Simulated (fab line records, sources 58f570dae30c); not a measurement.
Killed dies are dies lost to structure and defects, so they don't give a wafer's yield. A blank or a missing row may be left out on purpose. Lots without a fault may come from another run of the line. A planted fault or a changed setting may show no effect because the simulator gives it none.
Which tool did it? | flow berkeley_cmos170 | 14 lots, 42 wafers sampled, at 5 steps of a route of 331

WHAT THE GAUGES READ, wafer by wafer
UCB170_ACTIVE_THK_MEAS_03. Usual: ACTIVE_OXIDE_THK 26.3 nm, standard deviation 0.67.
lot  | measured    | on            | ACTIVE_OXIDE_THK (nm) | flag
L499 | day 4 13:55 | film_metro-01 | 25.5 25.6 25.6        |
L501 | day 4 22:26 | film_metro-04 | 27.3 27.0 27.3        |
L505 | day 6 00:40 | film_metro-04 | 25.8 25.1 25.7        |
L508 | day 6 14:21 | film_metro-01 | 26.4 26.3 26.1        |
L507 | day 6 14:21 | film_metro-04 | 26.5 26.9 26.5        |
L510 | day 6 21:22 | film_metro-01 | 26.1 26.0 25.8        |
L512 | day 7 11:31 | film_metro-01 | 27.4 26.8 27.2        |
L515 | day 7 20:23 | film_metro-02 | 27.9 27.7 27.3        |
L516 | day 7 20:23 | film_metro-01 | 26.7 26.7 27.0        |
L517 | day 8 05:28 | film_metro-01 | 26.0 26.6 25.7        |
L518 | day 8 17:01 | film_metro-04 | 26.4 26.1 26.3        |
L519 | day 8 17:01 | film_metro-02 | 26.3 26.4 26.1        |
L520 | day 9 04:36 | film_metro-04 | 25.5 25.4 26.1        |
L522 | day 9 11:16 | film_metro-02 | 26.0 26.5 26.6        |

UCB170_ACTIVE_THK_MEAS_06. Usual: ACTIVE_NITRIDE_THK 220.3 nm, standard deviation 2.7.
lot  | measured    | on            | ACTIVE_NITRIDE_THK (nm) | flag
L499 | day 4 23:01 | film_metro-02 | 220.2 220.6 219.9       |
L501 | day 5 05:33 | film_metro-02 | 221.8 221.5 221.7       |
L505 | day 6 10:37 | film_metro-02 | 226.3 224.7 225.2       |
L508 | day 6 18:55 | film_metro-02 | 222.6 222.1 222.4       |
L507 | day 6 18:55 | film_metro-01 | 220.1 221.4 221.5       |
L510 | day 7 06:01 | film_metro-01 | 222.3 223.9 222.4       |
L512 | day 7 20:21 | film_metro-01 | 216.3 216.4 217.1       |
L515 | day 8 03:52 | film_metro-02 | 218.3 219.1 218.6       |
L516 | day 8 03:52 | film_metro-04 | 213.8 215.3 213.3       |
L517 | day 8 13:13 | film_metro-01 | 223.3 220.4 223.1       |
L518 | day 9 02:13 | film_metro-02 | 220.5 218.7 221.1       |
L519 | day 9 02:12 | film_metro-01 | 218.0 217.4 216.8       |
L520 | day 9 11:29 | film_metro-04 | 219.1 219.0 218.4       |
L522 | day 9 21:16 | film_metro-04 | 219.3 219.3 221.3       |

UCB170_PLDD_CD_MEAS_06: target cd 1200 nm. Usual: cd_nm 1199.5 nm, standard deviation 1.3.
lot  | measured     | on        | cd_nm (nm)           | flag
L499 | day 7 12:55  | cd_sem-02 | 1198.8 1198.0 1199.1 |
L501 | day 7 21:40  | cd_sem-01 | 1199.6 1199.2 1197.2 |
L505 | day 9 06:43  | cd_sem-02 | 1200.8 1200.1 1201.2 |
L508 | day 9 07:03  | cd_sem-01 | 1198.5 1199.3 1199.1 |
L507 | day 9 07:36  | cd_sem-01 | 1201.8 1200.9 1200.9 |
L510 | day 9 17:47  | cd_sem-02 | 1198.3 1199.6 1201.5 |
L512 | day 10 10:38 | cd_sem-01 | 1199.3 1200.5 1200.7 |
L515 | day 11 00:04 | cd_sem-01 | 1198.4 1198.2 1198.5 |
L516 | day 10 23:31 | cd_sem-01 | 1199.5 1198.2 1200.0 |
L517 | day 11 06:04 | cd_sem-02 | 1197.4 1199.1 1198.4 |
L518 | day 12 00:22 | cd_sem-02 | 1198.1 1197.5 1198.6 |
L519 | day 12 00:08 | cd_sem-02 | 1198.5 1200.8 1199.8 |
L520 | day 12 13:46 | cd_sem-01 | 1198.1 1195.9 1198.2 |
L522 | day 12 20:02 | cd_sem-02 | 1200.8 1199.7 1200.3 |

WHICH TOOL RAN EACH LOT (tool, then ch and the chambers of the sampled wafers, then the start)
lot  | UCB170_NWELL_COAT_07             | UCB170_NWELL_STRIP_15
L499 | litho_track-02 ch 0, day 2 13:59 | plasma_asher-04 ch 0,1, day 2 15:10
L501 | litho_track-01 ch 0, day 2 21:51 | plasma_asher-02 ch 0,1, day 2 23:13
L505 | litho_track-03 ch 0, day 3 19:37 | plasma_asher-04 ch 0,1, day 3 21:13
L508 | litho_track-02 ch 0, day 4 08:32 | plasma_asher-04 ch 0,1, day 4 10:06
L507 | litho_track-03 ch 0, day 4 08:47 | plasma_asher-03 ch 0,1, day 4 10:10
L510 | litho_track-03 ch 0, day 4 16:34 | plasma_asher-02 ch 0,1, day 4 18:37
L512 | litho_track-02 ch 0, day 5 05:16 | plasma_asher-02 ch 0,1, day 5 06:38
L515 | litho_track-02 ch 0, day 5 19:03 | plasma_asher-02 ch 0,1, day 5 20:15
L516 | litho_track-01 ch 0, day 6 01:25 | plasma_asher-02 ch 1, day 6 02:41
L517 | litho_track-01 ch 0, day 6 08:16 | plasma_asher-02 ch 0,1, day 6 09:23
L518 | litho_track-02 ch 0, day 6 16:51 | plasma_asher-04 ch 0,1, day 6 18:44
L519 | litho_track-01 ch 0, day 6 17:00 | plasma_asher-03 ch 0,1, day 6 19:01
L520 | litho_track-02 ch 0, day 7 00:59 | plasma_asher-03 ch 0,1, day 7 02:04
L522 | litho_track-01 ch 0, day 7 09:00 | plasma_asher-03 ch 1, day 7 10:19
- UCB170_NWELL_COAT_07: resist thk 900 nm.
- UCB170_NWELL_STRIP_15: strips in O2.

WHAT THE TOOLS THEMSELVES READ (means of the sampled wafers that have a number; where no wafer has one, the mark that the record gives instead)
UCB170_NWELL_STRIP_15. Usual: drypump_motor_current_A 5.58 A, standard deviation 0.29; oes_product_au 0.721 a.u., standard deviation 0.0043; strip_time_to_endpoint_s 18.00 s, standard deviation 0.11.
lot  | tool            | drypump_motor_current_A (A) | oes_product_au (a.u.) | strip_time_to_endpoint_s (s) | flag
L499 | plasma_asher-04 | 5.63                        | 0.723                 | 18.00                        |
L501 | plasma_asher-02 | 5.50                        | 0.721                 | 18.04                        |
L505 | plasma_asher-04 | 5.65                        | 0.720                 | 18.05                        |
L508 | plasma_asher-04 | 5.63                        | 0.719                 | 18.06                        |
L507 | plasma_asher-03 | 5.31                        | 0.722                 | 19.16                        | OFF
L510 | plasma_asher-02 | 5.67                        | 0.722                 | 19.33                        | OFF
L512 | plasma_asher-02 | 5.46                        | 0.724                 | 17.98                        |
L515 | plasma_asher-02 | 5.68                        | 0.717                 | 17.89                        |
L516 | plasma_asher-02 | 5.29                        | 0.717                 | 18.13                        |
L517 | plasma_asher-02 | 5.47                        | 0.721                 | 18.06                        |
L518 | plasma_asher-04 | 5.64                        | 0.723                 | 17.95                        |
L519 | plasma_asher-03 | 5.47                        | 0.718                 | 18.00                        |
L520 | plasma_asher-03 | 5.45                        | 0.719                 | 17.97                        |
L522 | plasma_asher-03 | 5.57                        | 0.719                 | 18.12                        |

THE ANSWER, worked out from the rows above alone
Rule: a lot is off if the mean of its wafers that have a number lies more than 3 standard deviations from the usual mean. A lot without any number at a reading at which 4 lots or more have one is off too. The other lots that the step has rows for count as sound. The gauges are gone through in route order, then the tools' own readings, and for those a lot's mean is taken as printed above. The first step at which some lot is off is used, and at that step the reading that is off furthest; a lot without a number counts as furthest.
Off: L507, L510, at UCB170_NWELL_STRIP_15 (strip_time_to_endpoint_s).
A tool fits if, at that step or a process step before it, it ran every lot that is off, and no sound lot after the first of them. One fits: litho_track-03 at UCB170_NWELL_COAT_07. Its last sound lot is L505 (day 3 19:37), its first lot that is off L507 (day 4 08:47): a fault that began between those two fits.

WHAT THE SIMULATOR HAD PUT IN
Process parameter drift: litho_track-03, from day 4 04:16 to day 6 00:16, at UCB170_NWELL_COAT_07. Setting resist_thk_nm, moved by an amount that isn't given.
Lots struck among those shown: L507, L510. The rule above found the same.
